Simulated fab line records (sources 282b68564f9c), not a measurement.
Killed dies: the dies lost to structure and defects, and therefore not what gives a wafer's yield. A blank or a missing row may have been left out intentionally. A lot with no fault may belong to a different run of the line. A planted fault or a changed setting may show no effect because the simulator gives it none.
fab line records -- flow ritCmos
record: lots: 14, wafers: 42, lastDay: 7
route steps=202 shown PSD@150
lots that met no fault: taken from a fault-free run of the same line
startH: the number of hours between the record's first day and the start of the first shown wafer of the lot -- waitH: how many hours have passed since the lot's step before this one -- " unchanged from the row above -- L1.1+2: a row that stands for several wafers -- - either no value or no given start -- * or withheld: withheld -- < > ~ a bound
route shown NAME@n: NAME is a module with steps in the file, n the number in the route of the first one -- usual: mean/standard deviation of fault-free wafers -- same: alike in all rows -- chamber/n: place in a boat -- sites: readings site by site -- _std_site: the standard deviation of these -- _edge_site: mean of outer sites minus mean of inner sites -- radiusMm: for every site, how far away it sits from the centre of the wafer -- mask NAME#n: copy n -- behind: the most recent tool/chamber to have shaped the wafer -- hold: what put the lot on hold/how long, in hours/how the hold closed -- device: whichever transistor did not switch (one of n, p or np) -- end of line: the route-end tests of the same wafers -- a step given without rows: its recipe and nothing more -- killed: dies lost to structure and defects at the first sort, not the wafer's yield -- map: a wafer's dies, x killed, . not, _ none there
set.NAME: the setting that was run; set.NAME@STEP: the one run at that earlier step -- model.NAME: the simulator's own value behind a step, which no gauge read
the route's steps for a sample of lots (tables are steps, rows are wafers)
services: from which hour (startH, from the record's first day; less than 0 if before it) a tool's chamber was out of use, for how many hours, and why
== steps ==
step: RIT_PSD_IMPLANT_08
recipe: species: BF2, energyKev: 27, doseCm2: 5e+15, tiltDeg: 7
usual: beamOnS: 14.0/1.6, doseIonsCm2: 5e+15/6e+12
lot.wafer,tool,chamber,startH,waitH,beamOnS,doseIonsCm2
L816.2,implanter-04,0,51.18,0.1,16.7,5.001e+15
L816.4,implanter-04,0,51.18,0.1,16.9,5.006e+15
L816.6,implanter-04,0,51.18,0.1,16.8,5.002e+15
L818.1,implanter-02,0,58.46,0.1,13.9,5.004e+15
L818.2,implanter-02,0,58.46,0.1,14.0,5.003e+15
L818.5,implanter-02,0,58.46,0.1,13.7,5.009e+15
L819.1,implanter-03,0,65.09,0.1,12.5,5.01e+15
L819.2,implanter-03,0,65.09,0.1,12.7,5.004e+15
L819.3,implanter-03,0,65.09,0.1,12.5,5.007e+15
L820.1,implanter-03,0,68.65,0.1,12.7,5.002e+15
L820.2,implanter-03,0,68.65,0.1,12.5,4.992e+15
L820.6,implanter-03,0,68.65,0.1,12.4,4.992e+15
L821.2,implanter-02,0,74.46,0.1,14.0,4.995e+15
L821.3,implanter-02,0,74.46,0.1,13.8,5.008e+15
L821.4,implanter-02,0,74.46,0.1,14.3,5e+15
L823.3,implanter-03,0,87.43,0.1,12.5,5.004e+15
L823.5,implanter-03,0,87.43,0.1,12.5,4.992e+15
L823.6,implanter-03,0,87.43,0.1,12.5,5e+15
L825.3,implanter-03,0,97.15,0.1,20.2,7.97e+15
L825.4,implanter-03,0,97.15,0.1,20.4,7.958e+15
L825.5,implanter-03,0,97.15,0.1,19.8,7.968e+15
L826.1,implanter-02,0,102.05,0.1,13.8,4.997e+15
L826.4,implanter-02,0,102.05,0.1,13.9,4.997e+15
L826.5,implanter-02,0,102.05,0.1,14.4,5.008e+15
L828.1,implanter-03,0,110.40,0.1,19.3,7.961e+15
L828.5,implanter-03,0,110.40,0.1,19.7,7.959e+15
L828.6,implanter-03,0,110.40,0.1,19.3,7.963e+15
L830.1,implanter-04,0,122.62,0.1,16.5,4.996e+15
L830.2,implanter-04,0,122.62,0.1,17.1,5e+15
L830.4,implanter-04,0,122.62,0.1,16.5,5.005e+15
L833.1,implanter-02,0,134.49,0.1,13.9,4.999e+15
L833.3,implanter-02,0,134.49,0.1,13.9,5.004e+15
L833.6,implanter-02,0,134.49,0.1,14.2,4.995e+15
L834.1,implanter-02,0,141.43,0.1,14.1,5.007e+15
L834.5,implanter-02,0,141.43,0.1,13.8,5.013e+15
L834.6,implanter-02,0,141.43,0.1,14.0,5.013e+15
L838.3,implanter-04,0,161.70,0.1,16.4,4.995e+15
L838.4,implanter-04,0,161.70,0.1,16.3,4.995e+15
L838.5,implanter-04,0,161.70,0.1,16.6,4.988e+15
L839.2,implanter-04,0,169.86,0.1,17.1,4.99e+15
L839.5,implanter-04,0,169.86,0.1,16.7,4.991e+15
L839.6,implanter-04,0,169.86,0.1,16.5,4.985e+15
step: RIT_PSD_TW_MEAS_10
usual: PSD_TW: 3401/34
lot.wafer,tool,chamber,startH,waitH,PSD_TW
L816.2,filmMetro-04,-,51.49,0.1,3410
L816.4,filmMetro-04,-,51.49,0.1,3409
L816.6,filmMetro-04,-,51.49,0.1,3414
L818.1,filmMetro-04,-,58.79,0.1,3406
L818.2,filmMetro-04,-,58.79,0.1,3415
L818.5,filmMetro-04,-,58.79,0.1,3424
L819.1,filmMetro-03,-,65.42,0.1,3470
L819.2,filmMetro-03,-,65.42,0.1,3483
L819.3,filmMetro-03,-,65.42,0.1,3464
L820.1,filmMetro-04,-,68.98,0.1,3404
L820.2,filmMetro-04,-,68.98,0.1,3386
L820.6,filmMetro-04,-,68.98,0.1,3405
L821.2,filmMetro-04,-,74.77,0.1,3423
L821.3,filmMetro-04,-,74.77,0.1,3422
L821.4,filmMetro-04,-,74.77,0.1,3409
L823.3,filmMetro-03,-,87.73,0.1,3473
L823.5,filmMetro-03,-,87.73,0.1,3427
L823.6,filmMetro-03,-,87.73,0.1,3455
L825.3,filmMetro-04,-,97.45,0.1,3503
L825.4,filmMetro-04,-,97.45,0.1,3508
L825.5,filmMetro-04,-,97.45,0.1,3503
L826.1,filmMetro-02,-,102.38,0.1,3352
L826.4,filmMetro-02,-,102.38,0.1,3377
L826.5,filmMetro-02,-,102.38,0.1,3352
L828.1,filmMetro-04,-,110.72,0.1,3505
L828.5,filmMetro-04,-,110.72,0.1,3495
L828.6,filmMetro-04,-,110.72,0.1,3497
L830.1,filmMetro-04,-,122.95,0.1,3419
L830.2,filmMetro-04,-,122.95,0.1,3425
L830.4,filmMetro-04,-,122.95,0.1,3419
L833.1,filmMetro-02,-,134.82,0.1,3373
L833.3,filmMetro-02,-,134.82,0.1,3381
L833.6,filmMetro-02,-,134.82,0.1,3380
L834.1,filmMetro-02,-,141.75,0.1,3362
L834.5,filmMetro-02,-,141.75,0.1,3378
L834.6,filmMetro-02,-,141.75,0.1,3385
L838.3,filmMetro-02,-,162.00,0.1,3365
L838.4,filmMetro-02,-,162.00,0.1,3356
L838.5,filmMetro-02,-,162.00,0.1,3355
L839.2,filmMetro-03,-,170.17,0.1,3424
L839.5,filmMetro-03,-,170.17,0.1,3445
L839.6,filmMetro-03,-,170.17,0.1,3437
step: RIT_SDANNEAL_RS_MEAS_04
recipe: thkMeasGauge: four-point-probe
usual: PSD_RS: 115.98/0.27
lot.wafer,tool,chamber,startH,waitH,PSD_RS[ohm/sq]
L816.2,filmMetro-03,-,51.99,0.1,115.35
L816.4,filmMetro-03,-,51.99,0.1,115.51
L816.6,filmMetro-03,-,51.99,0.1,115.98
L818.1,filmMetro-02,-,59.30,0.0,115.66
L818.2,filmMetro-02,-,59.30,0.0,115.66
L818.5,filmMetro-02,-,59.30,0.0,115.91
L819.1,filmMetro-03,-,65.90,0.0,116.39
L819.2,filmMetro-03,-,65.90,0.0,115.74
L819.3,filmMetro-03,-,65.90,0.0,116.07
L820.1,filmMetro-02,-,69.46,0.0,116.19
L820.2,filmMetro-02,-,69.46,0.0,115.78
L820.6,filmMetro-02,-,69.46,0.0,115.78
L821.2,filmMetro-04,-,75.33,0.1,115.87
L821.3,filmMetro-04,-,75.33,0.1,116.11
L821.4,filmMetro-04,-,75.33,0.1,115.74
L823.3,filmMetro-02,-,88.23,0.1,116.18
L823.5,filmMetro-02,-,88.23,0.1,116.01
L823.6,filmMetro-02,-,88.23,0.1,115.47
L825.3,filmMetro-03,-,97.95,0.1,110.16
L825.4,filmMetro-03,-,97.95,0.1,110.18
L825.5,filmMetro-03,-,97.95,0.1,110.20
L826.1,filmMetro-03,-,102.92,0.1,115.93
L826.4,filmMetro-03,-,102.92,0.1,115.58
L826.5,filmMetro-03,-,102.92,0.1,115.60
L828.1,filmMetro-03,-,111.28,0.1,110.42
L828.5,filmMetro-03,-,111.28,0.1,110.47
L828.6,filmMetro-03,-,111.28,0.1,110.32
L830.1,filmMetro-03,-,123.43,0.0,115.72
L830.2,filmMetro-03,-,123.43,0.0,115.95
L830.4,filmMetro-03,-,123.43,0.0,116.03
L833.1,filmMetro-02,-,135.34,0.0,115.79
L833.3,filmMetro-02,-,135.34,0.0,115.53
L833.6,filmMetro-02,-,135.34,0.0,115.62
L834.1,filmMetro-03,-,142.27,0.0,115.81
L834.5,filmMetro-03,-,142.27,0.0,115.95
L834.6,filmMetro-03,-,142.27,0.0,116.12
L838.3,filmMetro-03,-,162.50,0.1,116.36
L838.4,filmMetro-03,-,162.50,0.1,116.22
L838.5,filmMetro-03,-,162.50,0.1,115.93
L839.2,filmMetro-04,-,170.84,0.1,115.90
L839.5,filmMetro-04,-,170.84,0.1,115.74
L839.6,filmMetro-04,-,170.84,0.1,116.42
== services ==
tool,chamber,startH,hours,kind
implanter-02,-,50.03,2.4,repair
implanter-02,-,55.00,3.4,repair
implanter-02,-,81.78,3.4,repair
implanter-02,-,88.69,4.7,pm
implanter-04,-,96.84,23.2,pm
implanter-02,-,115.87,0.6,repair
implanter-02,-,155.52,3.2,repair
implanter-02,-,162.75,3.0,repair
== key ==
firstSign: step: RIT_PSD_IMPLANT_08, reading: doseIonsCm2, direction: up, sigmas: 99+, usual: 5e+15, struck: 7.963e+15
effect: step: RIT_PSD_IMPLANT_08, reading: beamOnS, direction: up, sigmas: 3.5, usual: 14.0, struck: 19.8
effect: step: RIT_PSD_TW_MEAS_10, reading: PSD_TW, direction: up, sigmas: 2.9, usual: 3401, struck: 3502
effect: step: RIT_SDANNEAL_RS_MEAS_04, reading: PSD_RS, direction: down, sigmas: 21, usual: 115.98, struck: 110.29
metAt RIT_PSD_IMPLANT_08
struckLots L825,L828
testerLeftOut L825,L828
onsetBetween 87.43 97.15
fault: kind: processParameterDrift, tool: implanter-03, chamber: -, onsetH: 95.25, steps: RIT_PSD_IMPLANT_08, channel: doseCm2, offset: 2.9607e+15, shape: step, endH: 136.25, actsIn: theseRecipesOnly, stated: 5e+15
testerLeftOut: of these lots the tester's yield and bins aren't shown, on N5 and GAA mostly nor the transistor test; their killed dies are dies lost to structure and defects alone, not to doping, threshold or leakage, so they don't give the yield
